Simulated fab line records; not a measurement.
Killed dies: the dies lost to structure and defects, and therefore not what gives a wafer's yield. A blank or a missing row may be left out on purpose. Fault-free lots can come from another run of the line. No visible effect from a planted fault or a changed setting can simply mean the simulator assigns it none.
Struck lot and sound lot, side by side    flow berkeley cmos170    16 steps out of a route of 331
Sound: wafers L974.1, L974.3, L974.5. The struck wafers were L979.2, L979.4, L979.6. The cause comes at the end.
Per side, at each step with rows, come the tool, then ch with its chambers, and then its first start. Under that, the readings that differ: sound wafers    struck wafers    difference of the means    sigmas: that difference in standard deviations of wafers without a fault.
alike: readings whose means differ by less than 2 such deviations, and words and numbers that are the same on both sides. not compared: withheld readings, readings that some wafer has no value for, bounds like >300 that may hide the same value, and numbers for which the record gives no deviation and whose values overlap.
Wherever a step has rows on one side only, a row that says differs or no value, or a row with sigmas, the two part there. Numbers that have no deviation but don't overlap get no sigmas and don't part them. A reading missing from all wafers of one side parts the sides only when that side holds two or more wafers.

first, 1 step without rows for these wafers: UCB170_PFIELD_IMPLANT_07.
UCB170_PFIELD_STRIP_08: strips in O2.
  sound on plasma asher-02 ch 0,1, day 5 03:28; struck on plasma asher-02 ch 0,1, day 6 06:28
  alike: drypump motor current A, oes product au, strip time to endpoint s
  not compared: rf hours counter h
UCB170_PFIELD_TW_MEAS_09:
  sound: film metro-02 at day 5 03:35; struck: film metro-02 at day 6 06:34
  alike: PFIELD_TW
then, 2 steps without rows for these wafers: UCB170_FIELD_CLEAN_00 (cleans in dHF, time 7.5 s); UCB170_FIELD_OXIDATION_01 (target thk 558.3 nm, ox time 7200 s).
UCB170_FIELD_THK_MEAS_02:
  sound: film metro-01 at day 5 10:51; struck: film metro-01 at day 6 11:30
  alike: FIELD_OXIDE_THK
then, 4 steps without rows for these wafers: UCB170_FIELD_ANNEAL_03 (time 1200 s); UCB170_FIELD_WET_ETCH_04 (etches SiO2 in dHF, time 60 s); UCB170_FIELD_WET_ETCH_05 (etches Si3N4 in H3PO4, time 12600 s); UCB170_FIELD_WET_ETCH_06 (etches SiO2 in BOE, time 22 s).
UCB170_FIELD_THK_MEAS_90:
  sound: film metro-02 at day 5 19:13; struck: film metro-02 at day 6 17:53
  alike: FIELD_OXIDE_LEFT_1_THK
then, 1 step without rows for these wafers: UCB170_SACOX_CLEAN_00 (cleans in dHF, time 7.5 s).
UCB170_SACOX_OXIDATION_01: target thk 14.4 nm, ox time 2400 s.
  sound on furnace-01 ch 0, day 5 21:28; struck on furnace-02 ch 0, day 6 23:55
UCB170_SACOX_THK_MEAS_02:
  sound: film metro-01 at day 5 23:11; struck: film metro-02 at day 7 01:49
reading               sound              struck             difference  sigmas
SACOX_OXIDE_THK (nm)  15.16 15.05 14.88  22.69 22.97 22.99  +7.85       +29
then, 2 steps without rows for these wafers: UCB170_SCREENOX_WET_ETCH_00 (etches SiO2 in dHF, time 200 s); UCB170_M3_PROBE_99.

== WHERE THEY PART ==
Only at UCB170_SACOX_THK_MEAS_02, within this record.

WHY: the cause the simulator had injected
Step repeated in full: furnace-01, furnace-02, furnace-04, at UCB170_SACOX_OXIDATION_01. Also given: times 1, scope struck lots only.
